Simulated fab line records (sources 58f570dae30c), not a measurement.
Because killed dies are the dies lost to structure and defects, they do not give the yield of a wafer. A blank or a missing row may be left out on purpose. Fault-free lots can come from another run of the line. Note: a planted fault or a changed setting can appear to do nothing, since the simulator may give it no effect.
Comparing a struck lot with a sound one | flow berkeley cmos170 | 15 steps out of a route of 331
Sound: the wafers L221.1, L221.4, L221.5. The struck wafers were L219.3, L219.5, L219.6. At the end, the cause is stated.
For every step that has rows: the tool of each side, followed by ch and its chambers, followed by its first start. Under that, the readings that differ: sound wafers | struck wafers | difference of the means | sigmas: that difference in standard deviations of wafers without a fault.
alike: readings with means less than 2 such deviations apart, plus words and numbers identical on both sides. not compared: withheld readings, readings lacking a value on some wafer, bounds such as >300 that could conceal the same value, and numbers that have no deviation in the record and whose values overlap.
The two part at a step that has a row with sigmas, a row that says differs or no value, or rows on one side only. When numbers do not overlap yet have no deviation, they are printed without sigmas and do not part them. Lack of a reading on every wafer of one side parts them only where that side has two or more wafers.

first, 4 steps without rows for these wafers: UCB170_NWELL_WET_ETCH_19 (etches SiO2 in BOE, time 22 s); UCB170_PWELL_CLEAN_00 (cleans in SPM, time 600 s); UCB170_PWELL_CLEAN_01 (cleans in dHF, time 60 s); UCB170_PWELL_OXIDATION_02 (target thk 26.4 nm, ox time 1260 s).
UCB170_PWELL_THK_MEAS_03:
  sound on film metro-02 at day 7 05:56; struck on film metro-02 at day 7 01:44
  reading              | sound          | struck         | difference | sigmas
  PWELL_OXIDE_THK (nm) | 26.9 27.0 27.2 | 28.4 28.7 28.9 | +1.6       | +4
then, 2 steps without rows for these wafers: UCB170_PWELL_ANNEAL_04 (time 900 s); UCB170_PWELL_CVD_05 (deposits Si3N4 from SiH2Cl2/NH3, target thk 220 nm, time 3300 s).
UCB170_PWELL_THK_MEAS_06:
  sound on film metro-02 at day 7 11:13; struck on film metro-04 at day 7 06:23
  alike: PWELL_NITRIDE_THK
then, 4 steps without rows for these wafers: UCB170_PWELL_HMDS_07 (prime time 60 s); UCB170_PWELL_COAT_08 (resist thk 900 nm); UCB170_PWELL_SOFTBAKE_09 (time 60 s); UCB170_PWELL_EXPOSE_10 (exposes mask PWELL, target cd 3000 nm).
UCB170_PWELL_PEB_11:
  sound on litho track-03 ch 0, day 7 12:10; struck on litho track-04 ch 0, day 7 07:34
  reading                  | sound             | struck            | difference | sigmas
  heater power total W (W) | 56.75 56.77 56.81 | 59.28 59.20 59.26 | +2.47      | +59
then, 2 steps without rows for these wafers: UCB170_PWELL_DEVELOP_12 (develop time 45 s); UCB170_M3_PROBE_99.

== WHERE THEY PART ==
First at UCB170_PWELL_THK_MEAS_03; last, within this record, at UCB170_PWELL_PEB_11.

WHY: what the simulator had put in
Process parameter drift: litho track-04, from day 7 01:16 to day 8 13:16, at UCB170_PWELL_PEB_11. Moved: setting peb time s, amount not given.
